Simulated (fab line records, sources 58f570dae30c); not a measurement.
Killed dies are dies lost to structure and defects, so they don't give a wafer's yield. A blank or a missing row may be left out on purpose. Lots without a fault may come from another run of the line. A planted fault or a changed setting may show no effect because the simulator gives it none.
fab line records | flow berkeley_cmos170
record lots=5 wafers=15 last_day=10
route steps=331 shown V1@265 M2@271 V2@292
lots that met no fault: from a run of the same line without faults
start_h: hours from the record's first day to the start of the lot's first wafer shown | wait_h: hours since the lot's step before | " the same as in the row above | L1.1+2: a row that stands for several wafers | - no value, or no start given | * or withheld: withheld | < > ~ a bound
route shown NAME@n: a module of which the file shows steps, and the number in the route of the first | usual: mean/standard deviation of fault-free wafers | same: alike in all rows | chamber/n: place in a boat | sites: the reading at each site | _std_site: their standard deviation | _edge_site: outer sites' mean less inner sites' | radius_mm: how far each site lies from the wafer's centre | mask NAME#n: copy n | behind: the tool/chamber that last shaped the wafer | hold: why the lot was held/for how many hours/how that ended | device: the transistor (n, p or np) that didn't switch | end of line: the same wafers' tests at the end of the route | a step without rows: its recipe alone | killed: dies lost to structure and defects at the first sort, not the wafer's yield | map: a wafer's dies, x killed, . not, _ none there
set.NAME: the setting as run; set.NAME@STEP: as run at that earlier step | model.NAME: the simulator's own value behind a step, which no gauge read
lots at some steps of the route; a table a step, a row a wafer
services: from which hour (start_h, from the record's first day; less than 0 if before it) a tool's chamber was out of use, for how many hours, and why
## steps
# step UCB170_V1_DEVELOP_11
# recipe developer=TMAH develop_time_s=45 resist=KrF dev_temp_c=21
# same develop_time_s=45
# columns lot.wafer tool chamber start_h wait_h
L076.3+4+5 litho_track-03 0 - -
L084.2+3+6 litho_track-04 0 - -
L085.1+4+6 litho_track-04 0 - -
L089.2+3+4 litho_track-04 0 - -
L092.1+3+6 litho_track-04 0 - -
# step UCB170_V1_CD_MEAS_12
# recipe target_cd_nm=700
# usual cd_nm=699.9/1.2
# columns lot.wafer tool chamber start_h wait_h cd_nm
L076.3 cd_sem-01 - 168.77 - 700.8
L076.4 " - " " 702.0
L076.5 " - " " 701.8
L084.2 cd_sem-01 - 214.25 - 699.1
L084.3 " - " " 698.8
L084.6 " - " " 699.0
L085.1 cd_sem-01 - 216.42 - 701.4
L085.4 " - " " 700.8
L085.6 " - " " 701.2
L089.2 cd_sem-01 - 231.11 - 701.2
L089.3 " - " " 700.4
L089.4 " - " " 699.1
L092.1 cd_sem-02 - 235.69 - 698.2
L092.3 " - " " 698.5
L092.6 " - " " 698.1
# step UCB170_V1_OVL_MEAS_13
# usual V1_OVL=1/4.8
# columns lot.wafer tool chamber start_h wait_h V1_OVL[nm]
L076.3 overlay-02 - 168.87 0.1 -6
L076.4 " - " " 3
L076.5 " - " " 3
L084.2 overlay-02 - 214.36 0.1 -2
L084.3 " - " " -6
L084.6 " - " " -9
L085.1 overlay-02 - 216.54 0.1 0
L085.4 " - " " -9
L085.6 " - " " 5
L089.2 overlay-01 - 231.21 0.1 0
L089.3 " - " " 1
L089.4 " - " " 3
L092.1 overlay-02 - 235.81 0.1 -4
L092.3 " - " " -6
L092.6 " - " " -2
# step UCB170_V1_ETCH_14
# recipe chemistry=CHF3/CF4/Ar target=SiO2 stop_on=Al CHF3_flow_sccm=45 cf4_flow_sccm=15 Ar_flow_sccm=150 pressure_mtorr=200 rf_w=700 target_depth_a=12500 over_etch_frac=0.25 time_s=291
# usual drypump_motor_current_A=5.6/0.36 mfc_ar_sccm=150.0/0.44 oes_product_au=0.875/0.013 throttle_valve_pct=6.96/0.13
# columns lot.wafer tool chamber start_h wait_h drypump_motor_current_A mfc_ar_sccm oes_product_au rf_hours_counter_h throttle_valve_pct
L076.3 rie_diel-04 1 168.89 0.0 5.3 150.4 0.870 55 6.96
L076.4 " 3 " " 5.2 150.6 0.875 21 6.98
L076.5 " 0 " " 5.8 149.8 0.862 - 7.12
L084.2 rie_diel-04 2 214.39 0.0 5.8 150.2 0.868 78 7.16
L084.3 " 1 " " 5.3 149.8 0.869 58 6.95
L084.6 " 0 " " 5.9 149.7 0.854 - 7.11
L085.1 rie_diel-04 3 216.58 0.0 5.2 150.0 0.870 24 6.98
L085.4 " 1 " " 5.3 149.9 0.867 58 6.95
L085.6 " 0 " " 5.8 150.7 0.866 - 7.11
L089.2 rie_diel-02 2 231.24 0.0 6.2 150.3 0.890 117 6.74
L089.3 " 0 " " 5.7 150.5 0.872 12 6.89
L089.4 " 1 " " 5.7 149.9 0.876 2 6.90
L092.1 rie_diel-01 0 235.85 0.0 5.5 149.7 0.854 61 6.90
L092.3 " 1 " " 5.9 150.3 0.870 72 6.77
L092.6 " 2 " " 6.2 150.7 0.889 - 6.97
# step UCB170_V1_STRIP_15
# recipe chemistry=O2 power_w=400 pressure_mtorr=3500 platen_temp_c=withheld o2_flow_sccm=400 overash_fraction=0.5
# usual drypump_motor_current_A=6.0/0.62 oes_product_au=0.721/0.0047 strip_time_to_endpoint_s=15.30/0.11
# columns lot.wafer tool chamber start_h wait_h drypump_motor_current_A oes_product_au rf_hours_counter_h strip_time_to_endpoint_s
L076.3 plasma_asher-02 0 169.10 0.1 6.8 0.723 - 15.22
L076.4 " 1 " " 5.2 0.730 - 15.05
L076.5 " 1 " " 5.2 0.719 - 15.20
L084.2 plasma_asher-04 0 214.57 0.1 6.5 0.718 43 15.30
L084.3 " 0 " " 6.5 0.723 - 15.30
L084.6 " 0 " " 6.5 0.717 - 15.25
L085.1 plasma_asher-02 1 216.75 0.1 5.2 0.718 11 15.33
L085.4 " 0 " " 6.8 0.735 - 15.36
L085.6 " 0 " " 6.8 0.725 - 15.35
L089.2 plasma_asher-01 1 231.42 0.1 6.6 0.724 55 15.12
L089.3 " 0 " " 6.0 0.723 - 15.22
L089.4 " 1 " " 6.6 0.714 - 15.20
L092.1 plasma_asher-02 1 236.02 0.1 5.2 0.730 14 15.47
L092.3 " 0 " " 6.8 0.718 - 15.31
L092.6 " 0 " " 6.8 0.715 - 15.43
# step UCB170_V1_CD_MEAS_90
# recipe target_cd_nm=700
# usual cd_nm=700.0/1.3
# columns lot.wafer tool chamber start_h wait_h cd_nm
L076.3 cd_sem-01 - 169.21 0.1 700.0
L076.4 " - " " 701.8
L076.5 " - " " 702.4
L084.2 cd_sem-02 - 214.69 0.1 699.3
L084.3 " - " " 698.8
L084.6 " - " " 698.3
L085.1 cd_sem-02 - 216.85 0.1 701.3
L085.4 " - " " 700.3
L085.6 " - " " 701.5
L089.2 cd_sem-01 - 231.54 0.1 701.4
L089.3 " - " " 700.5
L089.4 " - " " 699.2
L092.1 cd_sem-01 - 236.12 0.1 698.1
L092.3 " - " " 697.8
L092.6 " - " " 699.5
# step UCB170_M2_PRE_CLEAN_00
# recipe gas=Ar preclean_etch_time_s=60
# columns lot.wafer tool chamber start_h wait_h
L076.3+4+5 pvd_sputter-03 - 169.29 0.1
L084.2+3+6 pvd_sputter-04 - 214.79 0.1
L085.1+4+6 pvd_sputter-03 - 216.97 0.1
L089.2+3+4 pvd_sputter-04 - 231.64 0.1
L092.1+3+6 pvd_sputter-01 - 236.24 0.1
# step UCB170_M2_SPUTTER_01
# recipe material=Al target_thk_nm=900 time_s=120 power_w=6000 chamber_pressure_pa=0.5
# usual cathode_dc_power_W=6000.0/1.2 chamber_pressure_pa=0.5001/0.001 throttle_valve_pct=30.1/1.1
# columns lot.wafer tool chamber start_h wait_h cathode_dc_power_W chamber_pressure_pa throttle_valve_pct
L076.3 pvd_sputter-03 - 169.36 0.0 6001.4 0.4989 30.7
L076.4 " - " " 5999.9 0.5011 29.8
L076.5 " - " " 5999.7 0.5012 29.4
L084.2 pvd_sputter-04 - 214.86 0.0 5999.7 0.5003 32.2
L084.3 " - " " 5999.7 0.5003 30.0
L084.6 " - " " 6001.5 0.5011 32.3
L085.1 pvd_sputter-03 - 217.04 0.0 6000.2 0.4988 29.5
L085.4 " - " " 6000.0 0.5018 28.7
L085.6 " - " " 6001.4 0.5002 29.5
L089.2 pvd_sputter-04 - 231.71 0.0 6000.6 0.5008 28.3
L089.3 " - " " 6000.1 0.5008 30.2
L089.4 " - " " 5999.3 0.4997 29.3
L092.1 pvd_sputter-01 - 236.31 0.0 5999.8 0.5011 30.3
L092.3 " - " " 5997.7 0.5002 31.6
L092.6 " - " " 6000.2 0.5005 29.0
# step UCB170_M2_RS_MEAS_02
# recipe thk_meas_gauge=four-point-probe reads=Al_of_M2_SPUTTER_01
# usual M2_AL_RS=0.03237/0.00027
# columns lot.wafer tool chamber start_h wait_h M2_AL_RS[ohm/sq]
L076.3 film_metro-01 - 169.48 0.1 0.03248
L076.4 " - " " 0.03264
L076.5 " - " " 0.03235
L084.2 film_metro-04 - 215.02 0.1 0.03252
L084.3 " - " " 0.03205
L084.6 " - " " 0.03254
L085.1 film_metro-04 - 217.12 0.0 0.0325
L085.4 " - " " 0.03224
L085.6 " - " " 0.03226
L089.2 film_metro-02 - 231.81 0.1 0.03263
L089.3 " - " " 0.03259
L089.4 " - " " 0.03297
L092.1 film_metro-02 - 236.39 0.0 0.03216
L092.3 " - " " 0.03238
L092.6 " - " " 0.03228
# step UCB170_M2_THK_MEAS_03
# recipe thk_meas_gauge=xrf reads=Al_of_M2_SPUTTER_01
# usual M2_AL_THK=903/8.1
# columns lot.wafer tool chamber start_h wait_h M2_AL_THK[nm]
L076.3 film_metro-01 - 169.58 0.1 908
L076.4 " - " " 900
L076.5 " - " " 905
L084.2 film_metro-04 - 215.13 0.1 891
L084.3 " - " " 905
L084.6 " - " " 891
L085.1 film_metro-04 - 217.24 0.1 898
L085.4 " - " " 909
L085.6 " - " " 902
L089.2 film_metro-02 - 231.92 0.1 896
L089.3 " - " " 891
L089.4 " - " " 884
L092.1 film_metro-02 - 236.51 0.1 911
L092.3 " - " " 907
L092.6 " - " " 904
# step UCB170_M2_HMDS_04
# recipe prime_time_s=60 prime_temp_c=100
# columns lot.wafer tool chamber start_h wait_h
L076.3+4+5 litho_track-02 0 170.16 0.6
L084.2+3+6 litho_track-02 0 215.21 0.1
L085.1+4+6 litho_track-03 0 217.51 0.3
L089.2+3+4 litho_track-01 0 232.19 0.3
L092.1+3+6 litho_track-02 0 236.58 0.1
# step UCB170_M2_COAT_05
# recipe resist=KrF spin_rpm=1500 resist_thk_nm=900
# columns lot.wafer tool chamber start_h wait_h
L076.3+4+5 litho_track-02 0 170.31 0.1
L084.2+3+6 litho_track-02 0 215.36 0.1
L085.1+4+6 litho_track-03 0 217.66 0.1
L089.2+3+4 litho_track-01 0 232.34 0.1
L092.1+3+6 litho_track-02 0 236.73 0.1
# step UCB170_M2_SOFTBAKE_06
# recipe resist=KrF temp_c=130 time_s=60
# columns lot.wafer tool chamber start_h wait_h
L076.3+4+5 litho_track-02 0 170.46 0.1
L084.2+3+6 litho_track-02 0 215.51 0.1
L085.1+4+6 litho_track-03 0 217.81 0.1
L089.2+3+4 litho_track-01 0 232.49 0.1
L092.1+3+6 litho_track-02 0 236.88 0.1
# step UCB170_M2_STRIP_07
# recipe chemistry=O2 power_w=400 pressure_mtorr=3500 platen_temp_c=withheld o2_flow_sccm=400 overash_fraction=0.5
# usual drypump_motor_current_A=6.1/0.51 oes_product_au=0.735/0.0043 strip_time_to_endpoint_s=21.98/0.057
# columns lot.wafer tool chamber start_h wait_h drypump_motor_current_A oes_product_au rf_hours_counter_h strip_time_to_endpoint_s
L076.3 plasma_asher-02 1 170.60 0.1 5.2 0.738 - 21.91
L076.4 " 0 " " 6.8 0.742 - 21.95
L076.5 " 0 " " 6.8 0.736 - 21.84
L084.2 plasma_asher-03 1 215.63 0.1 5.8 0.736 53 22.03
L084.3 " 0 " " 5.9 0.731 - 21.98
L084.6 " 1 " " 5.9 0.735 - 22.02
L085.1 plasma_asher-01 1 217.96 0.1 6.6 0.742 53 21.86
L085.4 " 1 " " 6.6 0.728 - 21.87
L085.6 " 1 " " 6.6 0.738 - 21.85
L089.2 plasma_asher-03 1 232.62 0.1 5.9 0.738 55 22.00
L089.3 " 1 " " 5.9 0.730 - 22.07
L089.4 " 0 " " 5.9 0.732 - 21.99
L092.1 plasma_asher-02 1 237.03 0.1 5.2 0.738 14 22.08
L092.3 " 1 " " 5.3 0.737 - 22.01
L092.6 " 0 " " 6.8 0.739 - 22.05
# step UCB170_M2_STRIP_08
# recipe chemistry=DMSO temp_c=80 time_s=600 material=KrF
# columns lot.wafer tool chamber start_h wait_h
L076.3+4+5 wet_bench-04 3 170.66 0.0
L084.2+3+6 wet_bench-04 1 215.92 0.3
L085.1+4+6 wet_bench-03 1 218.11 0.1
L089.2+3+4 wet_bench-04 2 232.72 0.1
L092.1+3+6 wet_bench-03 2 237.13 0.1
# step UCB170_M2_COAT_09
# recipe resist=BARC temp_c=withheld time_s=withheld spin_rpm=3000 resist_thk_nm=withheld
# columns lot.wafer tool chamber start_h wait_h
L076.3+4+5 litho_track-01 0 171.28 0.4
L084.2+3+6 litho_track-02 0 216.22 0.1
L085.1+4+6 litho_track-01 0 218.86 0.6
L089.2+3+4 litho_track-01 0 233.18 0.3
L092.1+3+6 litho_track-02 0 237.30 0.0
# step UCB170_M2_COAT_10
# recipe resist=KrF spin_rpm=1480 resist_thk_nm=900
# columns lot.wafer tool chamber start_h wait_h
L076.3+4+5 litho_track-01 0 - -
L084.2+3+6 litho_track-02 0 - -
L085.1+4+6 litho_track-01 0 - -
L089.2+3+4 litho_track-01 0 - -
L092.1+3+6 litho_track-02 0 - -
# step UCB170_M2_SOFTBAKE_11
# recipe resist=KrF temp_c=130 time_s=60
# columns lot.wafer tool chamber start_h wait_h
L076.3+4+5 litho_track-01 0 - -
L084.2+3+6 litho_track-02 0 - -
L085.1+4+6 litho_track-01 0 - -
L089.2+3+4 litho_track-01 0 - -
L092.1+3+6 litho_track-02 0 - -
# step UCB170_M2_EXPOSE_12
# recipe mask_id=METAL2 target_cd_nm=700 na=0.5 sigma_outer=0.6 source_shape=conventional dose_mj=26
# columns lot.wafer tool chamber start_h wait_h mask
L076.3+4+5 krf_scanner-02 0 - - METAL2#0
L084.2+3+6 krf_scanner-01 0 216.81 - METAL2#0
L085.1+4+6 krf_scanner-02 0 219.43 - METAL2#0
L089.2+3+4 krf_scanner-02 0 233.75 - METAL2#0
L092.1+3+6 krf_scanner-02 0 237.75 - METAL2#0
# step UCB170_M2_PEB_13
# recipe peb_temp_c=130 peb_time_s=withheld resist=KrF
# columns lot.wafer tool chamber start_h wait_h
L076.3+4+5 litho_track-01 0 - -
L084.2+3+6 litho_track-01 0 216.93 0.1
L085.1+4+6 litho_track-03 0 219.74 0.3
L089.2+3+4 litho_track-01 0 234.08 0.3
L092.1+3+6 litho_track-01 0 237.87 0.1
# step UCB170_M2_DEVELOP_14
# recipe developer=TMAH develop_time_s=45 resist=KrF dev_temp_c=21
# same develop_time_s=45
# columns lot.wafer tool chamber start_h wait_h
L076.3+4+5 litho_track-01 0 - -
L084.2+3+6 litho_track-01 0 - -
L085.1+4+6 litho_track-03 0 - -
L089.2+3+4 litho_track-01 0 - -
L092.1+3+6 litho_track-01 0 - -
# step UCB170_M2_CD_MEAS_15
# recipe target_cd_nm=700
# usual cd_nm=700.1/1.5
# columns lot.wafer tool chamber start_h wait_h cd_nm
L076.3 cd_sem-02 - 173.17 - 699.1
L076.4 " - " " 699.1
L076.5 " - " " 700.6
L084.2 cd_sem-01 - 217.29 - 701.6
L084.3 " - " " 701.7
L084.6 " - " " 702.3
L085.1 cd_sem-01 - 220.01 - 700.8
L085.4 " - " " 700.0
L085.6 " - " " 701.3
L089.2 cd_sem-02 - 234.35 - 699.4
L089.3 " - " " 698.9
L089.4 " - " " 698.7
L092.1 cd_sem-02 - 238.14 - 700.7
L092.3 " - " " 699.5
L092.6 " - " " 699.7
# step UCB170_M2_OVL_MEAS_16
# usual M2_OVL=-3/4.8
# columns lot.wafer tool chamber start_h wait_h M2_OVL[nm]
L076.3 overlay-02 - 173.27 0.1 2
L076.4 " - " " 4
L076.5 " - " " 0
L084.2 overlay-02 - 217.40 0.1 -2
L084.3 " - " " 6
L084.6 " - " " 8
L085.1 overlay-02 - 220.13 0.1 -4
L085.4 " - " " -3
L085.6 " - " " -8
L089.2 overlay-01 - 234.46 0.1 -10
L089.3 " - " " -1
L089.4 " - " " -6
L092.1 overlay-02 - 238.26 0.1 -1
L092.3 " - " " -5
L092.6 " - " " -2
# step UCB170_M2_ETCH_17
# recipe chemistry=N2/H2 target_depth_a=withheld overetch_a=withheld target=BARC time_s=withheld source_w=500 bias_w=100 pressure_mtorr=30 n2_flow_sccm=100 h2_flow_sccm=200
# usual drypump_motor_current_A=5.6/0.38 oes_product_au=1.004/0.023 throttle_valve_pct=13.19/0.17
# columns lot.wafer tool chamber start_h wait_h drypump_motor_current_A oes_product_au throttle_valve_pct
L076.3 rie_diel-01 1 173.29 0.0 5.9 0.976 13.07
L076.4 " 3 " " 4.9 1.021 13.52
L076.5 " 2 " " 6.2 1.014 13.44
L084.2 rie_diel-03 2 217.43 0.0 5.2 0.993 13.22
L084.3 " 3 " " 5.6 1.008 12.99
L084.6 " 2 " " 5.2 1.004 13.21
L085.1 rie_diel-01 1 220.17 0.0 5.9 0.993 13.07
L085.4 " 3 " " 4.9 1.028 13.53
L085.6 " 1 " " 5.9 0.986 13.08
L089.2 rie_diel-01 3 234.49 0.0 4.9 1.027 13.53
L089.3 " 1 " " 5.9 0.977 13.08
L089.4 " 2 " " 6.2 1.017 13.44
L092.1 rie_diel-01 2 238.30 0.0 6.2 1.017 13.43
L092.3 " 1 " " 5.9 0.986 13.09
L092.6 " 0 " " 5.5 0.973 13.25
# step UCB170_M2_METAL_ETCH_18
# recipe chemistry=Cl2/BCl3 target=Al stop_on=SiO2 pressure_mtorr=12 target_depth_a=11700 over_etch_frac=0.3 time_s=195 icp_w=600 bias_w=120 Cl2_flow_sccm=90 bcl3_flow_sccm=45
# usual bcl3_flow_sccm=45.02/0.14 drypump_motor_current_A=5.9/0.48 oes_product_au=0.847/0.017 throttle_valve_pct=24.33/0.14
# columns lot.wafer tool chamber start_h wait_h bcl3_flow_sccm drypump_motor_current_A oes_product_au rf_hours_counter_h throttle_valve_pct
L076.3 rie_metal-03 1 173.39 - 45.22 6.6 0.842 - 24.60
L076.4 " 0 " " 44.94 5.2 0.859 - 24.25
L076.5 " 1 " " 45.03 6.6 0.848 - 24.61
L084.2 rie_metal-03 1 217.47 - 44.69 6.5 0.819 0 24.56
L084.3 " 0 " " 45.26 5.2 0.877 - 24.24
L084.6 " 0 " " 45.11 5.2 0.863 - 24.26
L085.1 rie_metal-01 1 220.21 - 44.93 6.0 0.828 7 24.20
L085.4 " 1 " " 44.70 6.0 0.834 - 24.20
L085.6 " 0 " " 45.11 5.9 0.826 - 24.53
L089.2 rie_metal-03 0 234.53 - 44.75 5.2 0.870 7 24.26
L089.3 " 1 " " 45.31 6.5 0.809 - 24.55
L089.4 " 0 " " 44.77 5.2 0.857 - 24.27
L092.1 rie_metal-04 0 238.34 - 45.08 6.5 0.856 2 24.25
L092.3 " 1 " " 44.98 5.8 0.857 - 24.24
L092.6 " 0 " " 44.97 6.5 0.850 - 24.26
# step UCB170_M2_STRIP_19
# recipe chemistry=O2 power_w=400 pressure_mtorr=3500 platen_temp_c=withheld o2_flow_sccm=400 overash_fraction=0.5
# usual drypump_motor_current_A=6.0/0.45 oes_product_au=0.549/0.012
# columns lot.wafer tool chamber start_h wait_h drypump_motor_current_A oes_product_au rf_hours_counter_h
L076.3 plasma_asher-03 1 173.55 0.1 5.8 0.556 -
L076.4 " 0 " " 5.9 0.560 -
L076.5 " 1 " " 5.9 0.543 -
L084.2 plasma_asher-01 1 217.66 0.1 6.5 0.550 53
L084.3 " 0 " " 6.0 0.557 -
L084.6 " 0 " " 6.0 0.552 -
L085.1 plasma_asher-01 0 220.40 0.1 6.0 0.549 54
L085.4 " 1 " " 6.5 0.548 -
L085.6 " 1 " " 6.5 0.539 -
L089.2 plasma_asher-03 0 234.72 0.1 5.9 0.548 56
L089.3 " 1 " " 5.8 0.553 -
L089.4 " 0 " " 6.0 0.539 -
L092.1 plasma_asher-03 0 238.53 0.1 6.0 0.560 56
L092.3 " 1 " " 5.8 0.527 -
L092.6 " 0 " " 5.9 0.554 -
# step UCB170_M2_CD_MEAS_90
# recipe target_cd_nm=700
# usual cd_nm=700.3/3
# columns lot.wafer tool chamber start_h wait_h cd_nm
L076.3 cd_sem-02 - 173.66 0.1 698.1
L076.4 " - " " 700.5
L076.5 " - " " 698.5
L084.2 cd_sem-02 - 217.80 0.1 704.3
L084.3 " - " " 700.0
L084.6 " - " " 700.3
L085.1 cd_sem-01 - 220.50 0.1 698.5
L085.4 " - " " 698.9
L085.6 " - " " 702.0
L089.2 cd_sem-01 - 234.84 0.1 695.8
L089.3 " - " " 702.1
L089.4 " - " " 694.5
L092.1 cd_sem-01 - 238.63 0.1 701.9
L092.3 " - " " 697.5
L092.6 " - " " 701.5
# step UCB170_V2_CVD_00
# recipe material=SiO2 target_thk_nm=2000 temp_c=390 precursor=TEOS/O2 time_s=253.2 rf_w=550 pressure_mtorr=9000
# usual heater_power_w=279/59
# columns lot.wafer tool chamber start_h wait_h heater_power_w
L076.3 pecvd-01 1 173.74 0.1 358
L076.4 " 1 " " 264
L076.5 " 0 " " 279
L084.2 pecvd-04 0 217.90 0.1 250
L084.3 " 2 " " 353
L084.6 " 1 " " 292
L085.1 pecvd-03 2 220.62 0.1 287
L085.4 " 2 " " 226
L085.6 " 1 " " 183
L089.2 pecvd-04 0 234.94 0.1 263
L089.3 " 2 " " 310
L089.4 " 0 " " 190
L092.1 pecvd-03 0 238.75 0.1 283
L092.3 " 1 " " 213
L092.6 " 0 " " 200
# step UCB170_V2_THK_MEAS_01
# recipe reads=SiO2_of_V2_CVD_00
# usual V2_TEOS_THK=2011/26
# columns lot.wafer tool chamber start_h wait_h V2_TEOS_THK[nm]
L076.3 film_metro-04 - 173.91 0.1 1995
L076.4 " - " " 2014
L076.5 " - " " 2022
L084.2 film_metro-02 - 218.07 0.1 1956
L084.3 " - " " 1986
L084.6 " - " " 2014
L085.1 film_metro-04 - 220.78 0.1 1992
L085.4 " - " " 2000
L085.6 " - " " 2011
L089.2 film_metro-03 - 235.10 0.1 1973
L089.3 " - " " 2022
L089.4 " - " " 2006
L092.1 film_metro-04 - 238.90 0.1 2017
L092.3 " - " " 2028
L092.6 " - " " 2027
# step UCB170_V2_CMP_02
# recipe material=SiO2 down_force_psi=6 platen_rpm=60 pad_velocity_m_s=0.75398
# usual motor_current_A=16.3/1.4
# columns lot.wafer tool chamber start_h wait_h motor_current_A
L076.4 cmp-02 3 173.95 0.0 16.2
L076.3 " 2 " " 18.1
L076.5 " 3 " " 16.4
L084.3 cmp-02 3 218.45 0.4 16.3
L084.2 " 1 " " 14.8
L084.6 " 2 " " 18.6
L085.4 cmp-02 2 220.84 0.0 17.9
L085.1 " 1 " " 13.9
L085.6 " 2 " " 18.1
L089.3 cmp-01 3 235.20 0.1 17.4
L089.2 " 0 " " 14.1
L089.4 " 1 " " 15.2
L092.3 cmp-02 2 239.01 0.1 18.7
L092.1 " 0 " " 16.9
L092.6 " 1 " " 14.4
# step UCB170_V2_BOW_MEAS_03
# recipe mode=bow
# usual V2_BOW=35/6.4
# columns lot.wafer tool chamber start_h wait_h V2_BOW[um]
L076.3 film_metro-04 - 174.29 0.1 21
L076.4 " - " " 28
L076.5 " - " " 27
L084.2 film_metro-04 - 218.72 0.1 38
L084.3 " - " " 38
L084.6 " - " " 38
L085.1 film_metro-02 - 221.14 0.1 27
L085.4 " - " " 29
L085.6 " - " " 40
L089.2 film_metro-04 - 235.47 0.2 36
L089.3 " - " " 39
L089.4 " - " " 36
L092.1 film_metro-04 - 239.26 0.1 26
L092.3 " - " " 40
L092.6 " - " " 30
# step UCB170_V2_THK_MEAS_04
# recipe reads=SiO2_of_V2_CVD_00
# usual V2_POLISHED_THK=999.8/1.3
# columns lot.wafer tool chamber start_h wait_h V2_POLISHED_THK[nm]
L076.3 film_metro-04 - 174.39 0.1 997.1
L076.4 " - " " 999.4
L076.5 " - " " 1000.7
L084.2 film_metro-04 - 218.83 0.1 1001.7
L084.3 " - " " 1000.1
L084.6 " - " " 1000.7
L085.1 film_metro-02 - 221.26 0.1 1001.2
L085.4 " - " " 999.7
L085.6 " - " " 999.3
L089.2 film_metro-04 - 235.58 0.1 997.6
L089.3 " - " " 997.5
L089.4 " - " " 999.2
L092.1 film_metro-04 - 239.38 0.1 1000.7
L092.3 " - " " 1000.6
L092.6 " - " " 1001.1
# step UCB170_V2_CLEAN_05
# recipe chemistry=DIW
# columns lot.wafer tool chamber start_h wait_h
L076.3+4+5 wet_bench-04 0 174.43 0.0
L084.2+3+6 wet_bench-04 0 218.88 0.0
L085.1+4+6 wet_bench-04 2 221.32 0.1
L089.2+3+4 wet_bench-02 3 235.63 0.0
L092.1+3+6 wet_bench-04 1 239.44 0.1
# step UCB170_V2_HMDS_06
# recipe prime_time_s=60 prime_temp_c=100
# columns lot.wafer tool chamber start_h wait_h
L076.3+4+5 litho_track-02 0 174.73 0.1
L084.2+3+6 litho_track-02 0 219.47 0.4
L085.1+4+6 litho_track-01 0 221.93 0.4
L089.2+3+4 litho_track-04 0 235.85 0.0
L092.1+3+6 litho_track-04 0 239.75 0.1
# step UCB170_V2_COAT_07
# recipe resist=KrF spin_rpm=1500 resist_thk_nm=900
# columns lot.wafer tool chamber start_h wait_h
L076.3+4+5 litho_track-02 0 174.88 0.1
L084.2+3+6 litho_track-02 0 219.62 0.1
L085.1+4+6 litho_track-01 0 222.08 0.1
L089.2+3+4 litho_track-04 0 236.00 0.1
L092.1+3+6 litho_track-04 0 239.90 0.1
# step UCB170_V2_SOFTBAKE_08
# recipe resist=KrF temp_c=130 time_s=60
# columns lot.wafer tool chamber start_h wait_h
L076.3+4+5 litho_track-02 0 175.03 0.1
L084.2+3+6 litho_track-02 0 219.77 0.1
L085.1+4+6 litho_track-01 0 222.23 0.1
L089.2+3+4 litho_track-04 0 236.15 0.1
L092.1+3+6 litho_track-04 0 240.05 0.1
# step UCB170_V2_EXPOSE_09
# recipe mask_id=VIA2 target_cd_nm=700 na=0.5 sigma_outer=0.6 source_shape=conventional dose_mj=37
# columns lot.wafer tool chamber start_h wait_h mask
L076.3+4+5 krf_scanner-02 0 175.29 0.2 VIA2#0
L084.2+3+6 krf_scanner-01 0 220.04 0.2 VIA2#0
L085.1+4+6 krf_scanner-02 0 222.51 0.2 VIA2#0
L089.2+3+4 krf_scanner-02 0 236.42 0.2 VIA2#0
L092.1+3+6 krf_scanner-01 0 240.32 0.2 VIA2#0
# step UCB170_V2_PEB_10
# recipe peb_temp_c=130 peb_time_s=withheld resist=KrF
# columns lot.wafer tool chamber start_h wait_h
L076.3+4+5 litho_track-01 0 175.46 0.1
L084.2+3+6 litho_track-02 0 220.64 0.6
L085.1+4+6 litho_track-01 0 222.83 0.3
L089.2+3+4 litho_track-04 0 236.54 0.1
L092.1+3+6 litho_track-02 0 240.44 0.1
# step UCB170_V2_DEVELOP_11
# recipe developer=TMAH develop_time_s=45 resist=KrF dev_temp_c=21
# same develop_time_s=45
# columns lot.wafer tool chamber start_h wait_h
L076.3+4+5 litho_track-01 0 - -
L084.2+3+6 litho_track-02 0 - -
L085.1+4+6 litho_track-01 0 - -
L089.2+3+4 litho_track-04 0 - -
L092.1+3+6 litho_track-02 0 - -
# step UCB170_V2_CD_MEAS_12
# recipe target_cd_nm=700
# usual cd_nm=699.9/1.3
# columns lot.wafer tool chamber start_h wait_h cd_nm
L076.3 cd_sem-01 - 175.72 - 701.3
L076.4 " - " " 700.6
L076.5 " - " " 701.8
L084.2 cd_sem-02 - 220.91 - 697.1
L084.3 " - " " 698.0
L084.6 " - " " 698.2
L085.1 cd_sem-02 - 223.16 - 700.5
L085.4 " - " " 698.8
L085.6 " - " " 699.2
L089.2 cd_sem-02 - 236.81 - 699.0
L089.3 " - " " 699.6
L089.4 " - " " 699.9
L092.1 cd_sem-02 - 240.71 - 698.1
L092.3 " - " " 699.8
L092.6 " - " " 699.0
# step UCB170_V2_OVL_MEAS_13
# usual V2_OVL=2/5.9
# columns lot.wafer tool chamber start_h wait_h V2_OVL[nm]
L076.3 overlay-02 - 175.81 0.1 -3
L076.4 " - " " 8
L076.5 " - " " -1
L084.2 overlay-01 - 221.02 0.1 0
L084.3 " - " " 0
L084.6 " - " " 4
L085.1 overlay-02 - 223.28 0.1 1
L085.4 " - " " -3
L085.6 " - " " -2
L089.2 overlay-02 - 236.92 0.1 4
L089.3 " - " " 6
L089.4 " - " " 18
L092.1 overlay-01 - 240.83 0.1 5
L092.3 " - " " 8
L092.6 " - " " -1
## services
# columns tool chamber start_h hours kind
pvd_sputter-01 - 149.69 1.0 repair
pvd_sputter-04 - 152.80 1.4 repair
rie_diel-04 - 154.08 0.5 repair
plasma_asher-03 - 154.94 2.8 pm
pecvd-03 - 158.76 1.3 repair
plasma_asher-03 - 163.50 9.4 repair
cmp-01 - 165.71 1.1 repair
pecvd-01 1 175.70 11.1 repair
pecvd-04 2 175.92 5.6 repair
plasma_asher-02 - 177.81 9.5 repair
pvd_sputter-03 - 181.74 4.0 repair
krf_scanner-01 - 184.25 21.0 pm
rie_diel-01 0 187.21 4.4 repair
rie_metal-01 0 196.42 20.0 repair
pvd_sputter-01 - 199.58 10.5 repair
rie_diel-01 - 203.80 14.6 pm
krf_scanner-01 - 205.25 3.6 pm
cmp-01 - 206.32 1.5 repair
krf_scanner-01 - 208.17 2.9 repair
rie_metal-01 - 208.52 0.2 repair
rie_diel-01 2 218.84 4.0 repair
rie_diel-04 1 223.93 4.5 repair
pvd_sputter-03 - 229.01 1.3 repair
cmp-02 - 232.02 4.0 pm
## key
fault none
